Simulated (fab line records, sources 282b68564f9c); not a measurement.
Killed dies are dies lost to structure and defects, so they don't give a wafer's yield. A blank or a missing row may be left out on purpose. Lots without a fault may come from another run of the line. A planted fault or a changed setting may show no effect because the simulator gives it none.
fab line records | flow rit_cmos
record lots=5 wafers=15 last_day=7
route steps=202 shown GATE@82 REOX@98 NLDD@103 PLDD@114 SPACER@125
lots that met no fault: from a run of the same line without faults
start_h: hours from the record's first day to the start of the lot's first wafer shown | wait_h: hours since the lot's step before | " the same as in the row above | L1.1+2: a row that stands for several wafers | - no value, or no start given | * or withheld: withheld | < > ~ a bound
route shown NAME@n: a module of which the file shows steps, and the number in the route of the first | usual: mean/standard deviation of fault-free wafers | same: alike in all rows | chamber/n: place in a boat | sites: the reading at each site | _std_site: their standard deviation | _edge_site: outer sites' mean less inner sites' | radius_mm: how far each site lies from the wafer's centre | mask NAME#n: copy n | behind: the tool/chamber that last shaped the wafer | hold: why the lot was held/for how many hours/how that ended | device: the transistor (n, p or np) that didn't switch | end of line: the same wafers' tests at the end of the route | a step without rows: its recipe alone | killed: dies lost to structure and defects at the first sort, not the wafer's yield | map: a wafer's dies, x killed, . not, _ none there
set.NAME: the setting as run; set.NAME@STEP: as run at that earlier step | model.NAME: the simulator's own value behind a step, which no gauge read
lots at some steps of the route; a table a step, a row a wafer
services: from which hour (start_h, from the record's first day; less than 0 if before it) a tool's chamber was out of use, for how many hours, and why
## steps
# step RIT_GATE_ANNEAL_06
# recipe temp_c=900 time_s=600 ambient=N2O
# usual zone_power_centre_pct=43.6/1.9
# columns lot.wafer tool chamber start_h wait_h zone_power_centre_pct
L074.3 furnace-04 0 34.97 0.0 46.2
L074.4 " 0 " " 44.8
L074.6 " 0 " " 45.5
L076.1 furnace-01 0 47.40 1.3 41.5
L076.3 " 0 " " 41.3
L076.5 " 0 " " 41.5
L077.3 furnace-04 0 54.71 3.2 45.8
L077.4 " 0 " " 46.2
L077.5 " 0 " " 45.8
L091.4 furnace-01 0 123.09 1.8 41.8
L091.5 " 0 " " 41.9
L091.6 " 0 " " 41.9
L093.2 furnace-04 0 133.86 0.0 45.2
L093.4 " 0 " " 45.7
L093.5 " 0 " " 45.6
# step RIT_GATE_THK_MEAS_07
# recipe reads=SiO2_of_GATE_OXIDATION_05
# usual GATE_OXIDE_THK=2.98/0.051
# columns lot.wafer tool chamber start_h wait_h GATE_OXIDE_THK[nm]
L074.3 film_metro-01 - 35.24 0.0 3.04
L074.4 " - " " 3.00
L074.6 " - " " 3.07
L076.1 film_metro-02 - 47.65 0.0 3.03
L076.3 " - " " 3.01
L076.5 " - " " 2.98
L077.3 film_metro-02 - 54.98 0.0 2.91
L077.4 " - " " 2.95
L077.5 " - " " 2.94
L091.4 film_metro-01 - 123.37 0.0 2.91
L091.5 " - " " 3.01
L091.6 " - " " 2.97
L093.2 film_metro-01 - 134.12 0.0 2.98
L093.4 " - " " 3.00
L093.5 " - " " 2.97
# step RIT_GATE_CVD_08
# recipe material=poly-Si target_thk_nm=250 temp_c=610 precursor=SiH4 time_s=2220 pressure_mtorr=300 sih4_flow_sccm=100
# usual zone_power_centre_pct=27.8/1.4
# columns lot.wafer tool chamber start_h wait_h zone_power_centre_pct
L074.3 lpcvd-01 0 35.28 0.0 25.3
L074.4 " 0 " " 25.5
L074.6 " 0 " " 25.2
L076.1 lpcvd-01 0 47.71 0.1 24.9
L076.3 " 0 " " 25.4
L076.5 " 0 " " 25.3
L077.3 lpcvd-02 0 55.02 0.0 28.1
L077.4 " 0 " " 28.5
L077.5 " 0 " " 28.8
L091.4 lpcvd-01 1 123.40 0.0 28.5
L091.5 " 1 " " 28.5
L091.6 " 1 " " 28.7
L093.2 lpcvd-01 1 134.17 0.0 28.5
L093.4 " 1 " " 28.7
L093.5 " 1 " " 28.4
# step RIT_GATE_THK_MEAS_09
# recipe reads=poly-Si_of_GATE_CVD_08
# usual GATE_POLY_THK=251/3
# columns lot.wafer tool chamber start_h wait_h GATE_POLY_THK[nm]
L074.3 film_metro-02 - 36.92 0.0 249
L074.4 " - " " 249
L074.6 " - " " 248
L076.1 film_metro-03 - 49.33 0.0 248
L076.3 " - " " 249
L076.5 " - " " 251
L077.3 film_metro-01 - 56.66 0.0 256
L077.4 " - " " 256
L077.5 " - " " 253
L091.4 film_metro-01 - 125.85 0.0 246
L091.5 " - " " 245
L091.6 " - " " 246
L093.2 film_metro-03 - 135.80 0.0 251
L093.4 " - " " 251
L093.5 " - " " 251
# step RIT_GATE_HMDS_10
# recipe prime_time_s=60 prime_temp_c=140
# columns lot.wafer tool chamber start_h wait_h
L074.3+4+6 litho_track-02 0 37.01 0.1
L076.1+3+5 litho_track-03 0 49.39 0.1
L077.3+4+5 litho_track-02 0 56.75 0.1
L091.4+5+6 litho_track-02 0 126.11 0.2
L093.2+4+5 litho_track-03 0 135.87 0.1
# step RIT_GATE_COAT_11
# recipe resist=NOVOLAK spin_rpm=4250 resist_thk_nm=850
# columns lot.wafer tool chamber start_h wait_h
L074.3+4+6 litho_track-02 0 37.16 0.1
L076.1+3+5 litho_track-03 0 49.54 0.1
L077.3+4+5 litho_track-02 0 56.90 0.1
L091.4+5+6 litho_track-02 0 126.26 0.1
L093.2+4+5 litho_track-03 0 136.02 0.1
# step RIT_GATE_SOFTBAKE_12
# recipe resist=NOVOLAK temp_c=90 time_s=60
# columns lot.wafer tool chamber start_h wait_h
L074.3+4+6 litho_track-02 0 37.31 0.1
L076.1+3+5 litho_track-03 0 49.69 0.1
L077.3+4+5 litho_track-02 0 57.05 0.1
L091.4+5+6 litho_track-02 0 126.41 0.1
L093.2+4+5 litho_track-03 0 136.17 0.1
# step RIT_GATE_EXPOSE_13
# recipe mask_id=M6 na=0.6 source_shape=conventional sigma_outer=0.6 target_cd_nm=150 dose_mj=380
# columns lot.wafer tool chamber start_h wait_h mask
L074.3+4+6 iline_stepper-01 0 37.57 0.2 M6#0
L076.1+3+5 iline_stepper-01 0 49.96 0.2 M6#0
L077.3+4+5 iline_stepper-02 0 57.31 0.2 M6#0
L091.4+5+6 iline_stepper-01 0 126.76 0.3 M6#0
L093.2+4+5 iline_stepper-01 0 136.44 0.2 M6#0
# step RIT_GATE_PEB_14
# recipe resist=NOVOLAK temp_c=withheld time_s=withheld
# columns lot.wafer tool chamber start_h wait_h
L074.3+4+6 litho_track-03 0 37.70 0.1
L076.1+3+5 litho_track-01 0 50.22 0.2
L077.3+4+5 litho_track-03 0 57.44 0.1
L091.4+5+6 litho_track-03 0 126.89 0.1
L093.2+4+5 litho_track-03 0 136.56 0.1
# step RIT_GATE_DEVELOP_15
# recipe resist=NOVOLAK develop_time_s=50 dev_temp_c=23
# columns lot.wafer tool chamber start_h wait_h
L074.3+4+6 litho_track-03 0 - -
L076.1+3+5 litho_track-01 0 - -
L077.3+4+5 litho_track-03 0 - -
L091.4+5+6 litho_track-03 0 - -
L093.2+4+5 litho_track-03 0 - -
# step RIT_GATE_CD_MEAS_16
# recipe target_cd_nm=150
# usual cd_nm=149.3/2.5
# columns lot.wafer tool chamber start_h wait_h cd_nm
L074.3 cd_sem-01 - 37.97 - 153.6
L074.4 " - " " 151.6
L074.6 " - " " 152.4
L076.1 cd_sem-01 - 50.50 - 150.2
L076.3 " - " " 150.3
L076.5 " - " " 150.4
L077.3 cd_sem-01 - 57.71 - 147.8
L077.4 " - " " 150.1
L077.5 " - " " 144.4
L091.4 cd_sem-02 - 127.16 - 151.3
L091.5 " - " " 149.6
L091.6 " - " " 151.6
L093.2 cd_sem-02 - 136.84 - 151.6
L093.4 " - " " 149.4
L093.5 " - " " 149.9
# step RIT_GATE_OVL_MEAS_17
# usual GATE_OVL=-0.2/1.5
# columns lot.wafer tool chamber start_h wait_h GATE_OVL[nm]
L074.3 overlay-01 - 38.06 0.1 -2.4
L074.4 " - " " -0.8
L074.6 " - " " -0.7
L076.1 overlay-01 - 50.62 0.1 -1.6
L076.3 " - " " -1.7
L076.5 " - " " -1.0
L077.3 overlay-02 - 57.80 0.1 -3.5
L077.4 " - " " -0.5
L077.5 " - " " -1.4
L091.4 overlay-02 - 127.24 0.1 -0.7
L091.5 " - " " -1.4
L091.6 " - " " -1.8
L093.2 overlay-02 - 136.95 0.1 -0.8
L093.4 " - " " -2.6
L093.5 " - " " -1.8
# step RIT_GATE_HARDBAKE_18
# recipe resist=NOVOLAK temp_c=140 time_s=60
# columns lot.wafer tool chamber start_h wait_h
L074.3+4+6 litho_track-02 0 38.26 0.2
L076.1+3+5 litho_track-03 0 50.66 0.0
L077.3+4+5 litho_track-01 0 57.88 0.1
L091.4+5+6 litho_track-03 0 127.33 0.1
L093.2+4+5 litho_track-02 0 137.00 0.0
# step RIT_GATE_ETCH_19
# recipe chemistry=SF6/CHF3/O2 time_s=165 SF6_flow_sccm=30 CHF3_flow_sccm=30 O2_flow_sccm=5 target=poly-Si pressure_mtorr=40 rf_w=160 target_depth_a=3125 over_etch_frac=0.25 stop_on=SiO2
# usual CHF3_flow_sccm=29.98/0.085 O2_flow_sccm=5.001/0.017 SF6_flow_sccm=30.00/0.086 drypump_motor_current_A=5.41/0.29 oes_product_au=0.846/0.015 throttle_valve_pct=10.19/0.15
# same over_etch_frac=0.25
# columns lot.wafer tool chamber start_h wait_h CHF3_flow_sccm O2_flow_sccm SF6_flow_sccm drypump_motor_current_A oes_product_au rf_hours_counter_h throttle_valve_pct
L074.3 rie_si-02 0 38.36 0.1 30.02 5.001 29.95 5.22 0.865 73 10.17
L074.4 " 2 " " 29.92 5.023 29.93 5.86 0.836 134 10.18
L074.6 " 0 " " 29.98 5.004 30.12 5.20 0.862 - 10.16
L076.1 rie_si-02 2 50.81 0.1 29.94 4.989 29.97 5.84 0.832 134 10.15
L076.3 " 3 " " 29.96 4.997 29.89 5.79 0.849 44 10.07
L076.5 " 3 " " 29.96 5.014 29.95 5.77 0.844 - 10.07
L077.3 rie_si-01 1 57.98 0.1 30.24 5.009 29.90 5.54 0.840 3 10.29
L077.4 " 2 " " 30.10 5.006 29.98 5.15 0.862 - 10.24
L077.5 " 3 " " 29.90 4.998 30.00 5.21 0.847 - 9.91
L091.4 rie_si-01 0 127.46 0.1 29.94 5.046 30.08 5.55 0.840 - 10.47
L091.5 " 3 " " 30.10 5.004 29.91 5.22 0.818 - 9.91
L091.6 " 2 " " 30.04 5.012 29.95 5.15 0.844 - 10.22
L093.2 rie_si-01 3 137.13 0.1 30.12 5.002 30.01 5.19 0.848 97 9.93
L093.4 " 0 " " 30.03 5.009 30.01 5.56 0.857 1 10.48
L093.5 " 0 " " 30.10 5.015 29.91 5.55 0.854 - 10.47
# step RIT_GATE_STRIP_20
# recipe chemistry=O2 time_s=180 resist=NOVOLAK platen_temp_c=withheld power_w=500 pressure_mtorr=4000 o2_flow_sccm=4000
# usual drypump_motor_current_A=5.92/0.26
# columns lot.wafer tool chamber start_h wait_h drypump_motor_current_A rf_hours_counter_h
L074.3 plasma_asher-01 1 38.53 0.1 6.37 -
L074.4 " 0 " " 5.66 -
L074.6 " 1 " " 6.38 -
L076.1 plasma_asher-02 0 50.91 0.1 5.65 36
L076.3 " 1 " " 5.84 -
L076.5 " 0 " " 5.63 -
L077.3 plasma_asher-02 0 58.14 0.1 5.65 -
L077.4 " 1 " " 5.82 -
L077.5 " 0 " " 5.65 -
L091.4 plasma_asher-02 0 127.57 0.1 5.64 -
L091.5 " 1 " " 5.85 -
L091.6 " 0 " " 5.67 -
L093.2 plasma_asher-04 0 137.24 0.1 6.00 35
L093.4 " 0 " " 6.00 -
L093.5 " 1 " " 6.20 -
# step RIT_GATE_CD_MEAS_90
# recipe target_cd_nm=150
# usual cd_nm=149.2/2.4
# columns lot.wafer tool chamber start_h wait_h cd_nm
L074.3 cd_sem-01 - 38.80 0.2 153.4
L074.4 " - " " 151.6
L074.6 " - " " 152.4
L076.1 cd_sem-01 - 51.09 0.1 150.2
L076.3 " - " " 149.9
L076.5 " - " " 150.3
L077.3 cd_sem-01 - 58.30 0.1 147.1
L077.4 " - " " 149.8
L077.5 " - " " 145.0
L091.4 cd_sem-02 - 127.75 0.1 151.7
L091.5 " - " " 150.0
L091.6 " - " " 151.2
L093.2 cd_sem-01 - 137.43 0.1 151.1
L093.4 " - " " 149.8
L093.5 " - " " 149.5
# step RIT_REOX_CLEAN_00
# recipe chemistry=SC1 mix=3:3:50 time_s=600 temp_c=75
# columns lot.wafer tool chamber start_h wait_h
L074.3+4+6 wet_bench-03 0 38.88 0.1
L076.1+3+5 wet_bench-02 3 51.21 0.1
L077.3+4+5 wet_bench-02 2 58.38 0.1
L091.4+5+6 wet_bench-01 1 127.81 0.0
L093.2+4+5 wet_bench-03 1 137.53 0.1
# step RIT_REOX_CLEAN_01
# recipe chemistry=dHF dilution=50:1 time_s=30
# columns lot.wafer tool chamber start_h wait_h
L074.3+4+6 wet_bench-01 3 39.05 0.0
L076.1+3+5 wet_bench-03 1 51.38 0.0
L077.3+4+5 wet_bench-01 0 58.55 0.0
L091.4+5+6 wet_bench-02 0 127.98 0.0
L093.2+4+5 wet_bench-01 3 137.72 0.0
# step RIT_REOX_CLEAN_02
# recipe chemistry=SC2 mix=3:3:50 time_s=600 temp_c=75 dry=n2_spin
# columns lot.wafer tool chamber start_h wait_h
L074.3+4+6 wet_bench-03 1 39.07 0.0
L076.1+3+5 wet_bench-01 0 51.40 0.0
L077.3+4+5 wet_bench-03 2 58.57 0.0
L091.4+5+6 wet_bench-03 1 128.00 0.0
L093.2+4+5 wet_bench-02 1 137.74 0.0
# step RIT_REOX_OXIDATION_03
# recipe temp_c=900 ambient=O2 target_thk_a=252 ox_time_s=5580
# usual ox_temp_c_max=904.0/1.8 zone_power_centre_pct=43.6/2
# columns lot.wafer tool chamber start_h wait_h ox_temp_c_max zone_power_centre_pct
L074.3 furnace-03 0 39.25 0.0 906.5 42.5
L074.4 " 0 " " 907.0 42.5
L074.6 " 0 " " 905.2 41.4
L076.1 furnace-04 0 54.96 3.4 903.5 45.4
L076.3 " 0 " " 902.0 45.3
L076.5 " 0 " " 903.0 45.3
L077.3 furnace-03 0 62.14 3.4 906.3 42.5
L077.4 " 0 " " 905.4 41.6
L077.5 " 0 " " 907.0 42.6
L091.4 furnace-04 0 128.92 0.7 903.9 45.4
L091.5 " 0 " " 904.5 45.6
L091.6 " 0 " " 903.1 45.5
L093.2 furnace-03 0 137.91 0.0 905.0 41.9
L093.4 " 0 " " 906.3 42.4
L093.5 " 0 " " 908.0 41.5
# step RIT_REOX_THK_MEAS_04
# recipe reads=SiO2_of_REOX_OXIDATION_03
# usual REOX_OXIDE_THK=25.1/0.44
# columns lot.wafer tool chamber start_h wait_h REOX_OXIDE_THK[nm]
L074.3 film_metro-04 - 41.82 0.0 25.3
L074.4 " - " " 25.1
L074.6 " - " " 25.3
L076.1 film_metro-02 - 57.51 0.0 25.0
L076.3 " - " " 24.8
L076.5 " - " " 24.8
L077.3 film_metro-04 - 64.71 0.0 25.6
L077.4 " - " " 25.1
L077.5 " - " " 25.5
L091.4 film_metro-02 - 131.50 0.0 25.8
L091.5 " - " " 25.7
L091.6 " - " " 25.8
L093.2 film_metro-04 - 140.47 0.0 25.6
L093.4 " - " " 25.3
L093.5 " - " " 25.4
# step RIT_NLDD_HMDS_00
# recipe prime_time_s=60 prime_temp_c=140
# columns lot.wafer tool chamber start_h wait_h
L074.3+4+6 litho_track-01 0 41.92 0.1
L076.1+3+5 litho_track-04 0 57.57 0.1
L077.3+4+5 litho_track-03 0 64.80 0.1
L091.4+5+6 litho_track-03 0 131.75 0.2
L093.2+4+5 litho_track-04 0 140.55 0.1
# step RIT_NLDD_COAT_01
# recipe resist=NOVOLAK spin_rpm=3250 resist_thk_nm=1000
# columns lot.wafer tool chamber start_h wait_h
L074.3+4+6 litho_track-01 0 42.07 0.1
L076.1+3+5 litho_track-04 0 57.72 0.1
L077.3+4+5 litho_track-03 0 64.95 0.1
L091.4+5+6 litho_track-03 0 131.90 0.1
L093.2+4+5 litho_track-04 0 140.70 0.1
# step RIT_NLDD_SOFTBAKE_02
# recipe resist=NOVOLAK temp_c=90 time_s=60
# columns lot.wafer tool chamber start_h wait_h
L074.3+4+6 litho_track-01 0 42.22 0.1
L076.1+3+5 litho_track-04 0 57.87 0.1
L077.3+4+5 litho_track-03 0 65.10 0.1
L091.4+5+6 litho_track-03 0 132.05 0.1
L093.2+4+5 litho_track-04 0 140.85 0.1
# step RIT_NLDD_EXPOSE_03
# recipe mask_id=M7 na=0.57 target_cd_nm=40700 dose_mj=250
# columns lot.wafer tool chamber start_h wait_h mask
L074.3+4+6 iline_stepper-02 0 42.48 0.2 M7#0
L076.1+3+5 iline_stepper-01 0 58.14 0.2 M7#0
L077.3+4+5 iline_stepper-01 0 65.23 0.1 M7#0
L091.4+5+6 iline_stepper-02 0 132.34 0.3 M7#0
L093.2+4+5 iline_stepper-01 0 141.12 0.2 M7#0
# step RIT_NLDD_PEB_04
# recipe resist=NOVOLAK temp_c=withheld time_s=withheld
# columns lot.wafer tool chamber start_h wait_h
L074.3+4+6 litho_track-04 0 42.79 0.3
L076.1+3+5 litho_track-03 0 58.26 0.1
L077.3+4+5 litho_track-03 0 65.36 0.1
L091.4+5+6 litho_track-03 0 132.52 0.2
L093.2+4+5 litho_track-01 0 141.24 0.1
# step RIT_NLDD_DEVELOP_05
# recipe resist=NOVOLAK develop_time_s=50 dev_temp_c=23
# columns lot.wafer tool chamber start_h wait_h
L074.3+4+6 litho_track-04 0 - -
L076.1+3+5 litho_track-03 0 - -
L077.3+4+5 litho_track-03 0 - -
L091.4+5+6 litho_track-03 0 - -
L093.2+4+5 litho_track-01 0 - -
# step RIT_NLDD_OVL_MEAS_06
# usual NLDD_OVL=-0.7/1.4
# columns lot.wafer tool chamber start_h wait_h NLDD_OVL[nm]
L074.3 overlay-02 - 43.04 - 1.6
L074.4 " - " " 1.4
L074.6 " - " " 1.2
L076.1 overlay-01 - 58.54 - -2.1
L076.3 " - " " -1.6
L076.5 " - " " -3.8
L077.3 overlay-01 - 65.61 - 0.2
L077.4 " - " " 0.9
L077.5 " - " " 1.4
L091.4 overlay-02 - 132.74 - -0.2
L091.5 " - " " -1.5
L091.6 " - " " 0.2
L093.2 overlay-02 - 141.51 - -2.6
L093.4 " - " " -1.5
L093.5 " - " " -2.2
# step RIT_NLDD_HARDBAKE_07
# recipe resist=NOVOLAK temp_c=140 time_s=60
# columns lot.wafer tool chamber start_h wait_h
L074.3+4+6 litho_track-03 0 43.11 0.1
L076.1+3+5 litho_track-01 0 58.58 0.0
L077.3+4+5 litho_track-03 0 65.68 0.1
L091.4+5+6 litho_track-04 0 132.87 0.1
L093.2+4+5 litho_track-03 0 141.56 0.0
# step RIT_NLDD_IMPLANT_08
# recipe species=P energy_kev=20 dose_cm2=5e+14 tilt_deg=7
# columns lot.wafer tool chamber start_h wait_h
L074.3+4+6 implanter-01 0 43.26 0.1
L076.1+3+5 implanter-03 0 58.73 0.1
L077.3+4+5 implanter-01 0 65.83 0.1
L091.4+5+6 implanter-04 0 133.02 0.1
L093.2+4+5 implanter-03 0 141.71 0.1
# step RIT_NLDD_STRIP_09
# recipe chemistry=O2 time_s=180 resist=NOVOLAK platen_temp_c=withheld power_w=500 pressure_mtorr=4000 o2_flow_sccm=4000
# usual drypump_motor_current_A=6.1/0.41
# columns lot.wafer tool chamber start_h wait_h drypump_motor_current_A rf_hours_counter_h
L074.3 plasma_asher-03 0 43.42 0.1 6.8 -
L074.4 " 1 " " 6.3 -
L074.6 " 1 " " 6.3 -
L076.1 plasma_asher-01 1 58.88 0.1 6.4 44
L076.3 " 1 " " 6.4 -
L076.5 " 0 " " 5.6 -
L077.3 plasma_asher-02 0 65.99 0.1 5.6 -
L077.4 " 1 " " 5.8 -
L077.5 " 1 " " 5.8 -
L091.4 plasma_asher-02 0 133.15 0.1 5.7 -
L091.5 " 1 " " 5.8 -
L091.6 " 0 " " 5.7 -
L093.2 plasma_asher-03 1 141.84 0.1 6.3 52
L093.4 " 1 " " 6.3 -
L093.5 " 1 " " 6.3 -
# step RIT_NLDD_TW_MEAS_10
# usual NLDD_TW=2481/15
# columns lot.wafer tool chamber start_h wait_h NLDD_TW
L074.3 film_metro-03 - 43.56 0.1 2468
L074.4 " - " " 2463
L074.6 " - " " 2473
L076.1 film_metro-01 - 59.05 0.1 2475
L076.3 " - " " 2475
L076.5 " - " " 2495
L077.3 film_metro-03 - 66.13 0.1 2476
L077.4 " - " " 2457
L077.5 " - " " 2462
L091.4 film_metro-03 - 133.30 0.1 2459
L091.5 " - " " 2455
L091.6 " - " " 2463
L093.2 film_metro-04 - 142.02 0.1 2470
L093.4 " - " " 2475
L093.5 " - " " 2470
# step RIT_PLDD_HMDS_00
# recipe prime_time_s=60 prime_temp_c=140
# columns lot.wafer tool chamber start_h wait_h
L074.3+4+6 litho_track-03 0 43.65 0.1
L076.1+3+5 litho_track-04 0 59.11 0.1
L077.3+4+5 litho_track-04 0 66.22 0.1
L091.4+5+6 litho_track-02 0 133.40 0.1
L093.2+4+5 litho_track-02 0 142.10 0.1
# step RIT_PLDD_COAT_01
# recipe resist=NOVOLAK spin_rpm=3250 resist_thk_nm=1000
# columns lot.wafer tool chamber start_h wait_h
L074.3+4+6 litho_track-03 0 43.80 0.1
L076.1+3+5 litho_track-04 0 59.26 0.1
L077.3+4+5 litho_track-04 0 66.37 0.1
L091.4+5+6 litho_track-02 0 133.55 0.1
L093.2+4+5 litho_track-02 0 142.25 0.1
# step RIT_PLDD_SOFTBAKE_02
# recipe resist=NOVOLAK temp_c=90 time_s=60
# columns lot.wafer tool chamber start_h wait_h
L074.3+4+6 litho_track-03 0 43.95 0.1
L076.1+3+5 litho_track-04 0 59.41 0.1
L077.3+4+5 litho_track-04 0 66.52 0.1
L091.4+5+6 litho_track-02 0 133.70 0.1
L093.2+4+5 litho_track-02 0 142.40 0.1
# step RIT_PLDD_EXPOSE_03
# recipe mask_id=M8 na=0.57 target_cd_nm=40900 dose_mj=250
# columns lot.wafer tool chamber start_h wait_h mask
L074.3+4+6 iline_stepper-01 0 44.09 0.1 M8#0
L076.1+3+5 iline_stepper-01 0 59.69 0.2 M8#0
L077.3+4+5 iline_stepper-02 0 66.78 0.2 M8#0
L091.4+5+6 iline_stepper-01 0 133.96 0.2 M8#0
L093.2+4+5 iline_stepper-02 0 142.54 0.1 M8#0
# step RIT_PLDD_PEB_04
# recipe resist=NOVOLAK temp_c=withheld time_s=withheld
# columns lot.wafer tool chamber start_h wait_h
L074.3+4+6 litho_track-02 0 44.21 0.1
L076.1+3+5 litho_track-03 0 59.81 0.1
L077.3+4+5 litho_track-03 0 66.91 0.1
L091.4+5+6 litho_track-03 0 134.12 0.1
L093.2+4+5 litho_track-03 0 142.66 0.1
# step RIT_PLDD_DEVELOP_05
# recipe resist=NOVOLAK develop_time_s=50 dev_temp_c=23
# columns lot.wafer tool chamber start_h wait_h
L074.3+4+6 litho_track-02 0 - -
L076.1+3+5 litho_track-03 0 - -
L077.3+4+5 litho_track-03 0 - -
L091.4+5+6 litho_track-03 0 - -
L093.2+4+5 litho_track-03 0 - -
# step RIT_PLDD_OVL_MEAS_06
# usual PLDD_OVL=-0.9/1.3
# columns lot.wafer tool chamber start_h wait_h PLDD_OVL[nm]
L074.3 overlay-01 - 44.46 - 0.0
L074.4 " - " " 1.1
L074.6 " - " " 0.7
L076.1 overlay-01 - 60.09 - -4.2
L076.3 " - " " -2.3
L076.5 " - " " -1.4
L077.3 overlay-01 - 67.15 - -1.3
L077.4 " - " " 0.2
L077.5 " - " " 1.7
L091.4 overlay-01 - 134.34 - -0.9
L091.5 " - " " -0.7
L091.6 " - " " -1.5
L093.2 overlay-01 - 142.93 - -1.0
L093.4 " - " " -2.1
L093.5 " - " " -2.6
# step RIT_PLDD_HARDBAKE_07
# recipe resist=NOVOLAK temp_c=140 time_s=60
# columns lot.wafer tool chamber start_h wait_h
L074.3+4+6 litho_track-03 0 44.53 0.1
L076.1+3+5 litho_track-04 0 60.13 0.0
L077.3+4+5 litho_track-03 0 67.23 0.1
L091.4+5+6 litho_track-03 0 134.44 0.1
L093.2+4+5 litho_track-03 0 142.98 0.0
# step RIT_PLDD_IMPLANT_08
# recipe species=BF2 energy_kev=20 dose_cm2=9e+14 tilt_deg=7
# columns lot.wafer tool chamber start_h wait_h
L074.3+4+6 implanter-01 0 44.68 0.1
L076.1+3+5 implanter-02 0 60.28 0.1
L077.3+4+5 implanter-01 0 67.38 0.1
L091.4+5+6 implanter-03 0 134.59 0.1
L093.2+4+5 implanter-02 0 143.13 0.1
# step RIT_PLDD_STRIP_09
# recipe chemistry=O2 time_s=180 resist=NOVOLAK platen_temp_c=withheld power_w=500 pressure_mtorr=4000 o2_flow_sccm=4000
# usual drypump_motor_current_A=6.2/0.37
# columns lot.wafer tool chamber start_h wait_h drypump_motor_current_A rf_hours_counter_h
L074.3 plasma_asher-04 1 44.84 0.1 6.2 -
L074.4 " 0 " " 6.0 -
L074.6 " 1 " " 6.2 -
L076.1 plasma_asher-04 1 60.43 0.1 6.2 27
L076.3 " 1 " " 6.2 -
L076.5 " 1 " " 6.2 -
L077.3 plasma_asher-03 1 67.54 0.1 6.3 -
L077.4 " 0 " " 6.8 -
L077.5 " 1 " " 6.3 -
L091.4 plasma_asher-02 0 134.72 0.1 5.6 -
L091.5 " 1 " " 5.8 -
L091.6 " 0 " " 5.7 -
L093.2 plasma_asher-04 0 143.26 0.1 6.0 36
L093.4 " 1 " " 6.2 -
L093.5 " 1 " " 6.2 -
# step RIT_PLDD_TW_MEAS_10
# usual PLDD_TW=2341/14
# columns lot.wafer tool chamber start_h wait_h PLDD_TW
L074.3 film_metro-03 - 44.98 0.1 2340
L074.4 " - " " 2328
L074.6 " - " " 2330
L076.1 film_metro-03 - 60.60 0.1 2333
L076.3 " - " " 2336
L076.5 " - " " 2320
L077.3 film_metro-03 - 67.67 0.1 2323
L077.4 " - " " 2315
L077.5 " - " " 2317
L091.4 film_metro-01 - 134.87 0.1 2355
L091.5 " - " " 2348
L091.6 " - " " 2356
L093.2 film_metro-01 - 143.44 0.1 2335
L093.4 " - " " 2338
L093.5 " - " " 2347
# step RIT_SPACER_CLEAN_00
# recipe chemistry=SC1 mix=3:3:50 time_s=600 temp_c=75
# columns lot.wafer tool chamber start_h wait_h
L074.3+4+6 wet_bench-03 0 45.02 0.0
L076.1+3+5 wet_bench-03 2 60.66 0.1
L077.3+4+5 wet_bench-03 3 67.71 0.0
L091.4+5+6 wet_bench-03 1 134.90 0.0
L093.2+4+5 wet_bench-03 0 143.49 0.0
# step RIT_SPACER_CLEAN_01
# recipe chemistry=dHF dilution=50:1 time_s=30
# columns lot.wafer tool chamber start_h wait_h
L074.3+4+6 wet_bench-02 0 45.19 0.0
L076.1+3+5 wet_bench-04 3 60.84 0.0
L077.3+4+5 wet_bench-04 3 67.89 0.0
L091.4+5+6 wet_bench-04 1 135.09 0.0
L093.2+4+5 wet_bench-02 2 143.68 0.0
# step RIT_SPACER_CLEAN_02
# recipe chemistry=SC2 mix=3:3:50 time_s=600 temp_c=75 dry=n2_spin
# columns lot.wafer tool chamber start_h wait_h
L074.3+4+6 wet_bench-04 0 45.21 0.0
L076.1+3+5 wet_bench-02 1 60.85 0.0
L077.3+4+5 wet_bench-02 2 67.90 0.0
L091.4+5+6 wet_bench-03 1 135.11 0.0
L093.2+4+5 wet_bench-04 3 143.70 0.0
# step RIT_SPACER_CVD_03
# recipe material=Si3N4 target_thk_nm=250 temp_c=810 precursor=SiH2Cl2/NH3 time_s=3300 pressure_mtorr=300 sih2cl2_flow_sccm=60 nh3_flow_sccm=150
# usual zone_power_centre_pct=37.9/2.2
# columns lot.wafer tool chamber start_h wait_h zone_power_centre_pct
L074.3 lpcvd-01 1 45.38 0.0 39.1
L074.4 " 1 " " 39.1
L074.6 " 1 " " 39.3
L076.1 lpcvd-01 0 61.03 0.0 34.6
L076.3 " 0 " " 34.6
L076.5 " 0 " " 35.0
L077.3 lpcvd-01 0 68.08 0.0 33.7
L077.4 " 0 " " 35.0
L077.5 " 0 " " 34.6
L091.4 lpcvd-01 0 135.79 0.5 34.9
L091.5 " 0 " " 34.7
L091.6 " 0 " " 35.3
L093.2 lpcvd-02 0 143.87 0.0 39.1
L093.4 " 0 " " 39.2
L093.5 " 0 " " 39.9
# step RIT_SPACER_THK_MEAS_04
# recipe reads=Si3N4_of_SPACER_CVD_03
# usual SPACER_NITRIDE_THK=250.7/2.6
# columns lot.wafer tool chamber start_h wait_h SPACER_NITRIDE_THK[nm]
L074.3 film_metro-03 - 47.32 0.0 244.7
L074.4 " - " " 245.8
L074.6 " - " " 247.8
L076.1 film_metro-03 - 63.90 0.0 248.9
L076.3 " - " " 249.7
L076.5 " - " " 248.1
L077.3 film_metro-04 - 70.02 0.0 252.5
L077.4 " - " " 254.2
L077.5 " - " " 253.1
L091.4 film_metro-04 - 137.73 0.0 250.7
L091.5 " - " " 249.4
L091.6 " - " " 248.7
L093.2 film_metro-03 - 145.80 0.0 256.3
L093.4 " - " " 252.6
L093.5 " - " " 252.4
## services
# columns tool chamber start_h hours kind
iline_stepper-02 - 11.90 4.4 pm
plasma_asher-01 - 15.18 0.6 repair
furnace-01 - 22.00 2.3 repair
rie_si-01 - 25.78 0.3 repair
plasma_asher-02 - 26.21 1.6 repair
iline_stepper-01 - 26.57 0.5 repair
implanter-01 - 30.53 3.9 pm
implanter-02 - 34.70 0.8 repair
rie_si-01 - 49.12 2.8 pm
plasma_asher-03 - 56.59 2.4 repair
furnace-03 - 57.56 3.0 pm
iline_stepper-01 - 60.11 1.7 pm
rie_si-01 1 66.05 4.9 repair
iline_stepper-02 - 70.32 1.7 pm
rie_si-01 1 81.71 7.6 repair
lpcvd-01 - 86.13 1.0 repair
iline_stepper-02 - 89.21 3.4 repair
furnace-04 - 97.05 2.6 pm
implanter-01 - 97.06 5.9 repair
implanter-03 - 99.37 18.6 repair
implanter-02 - 101.02 1.8 repair
plasma_asher-02 - 105.02 4.3 repair
rie_si-01 1 124.42 5.7 repair
plasma_asher-02 - 135.24 0.7 repair
## key
fault none
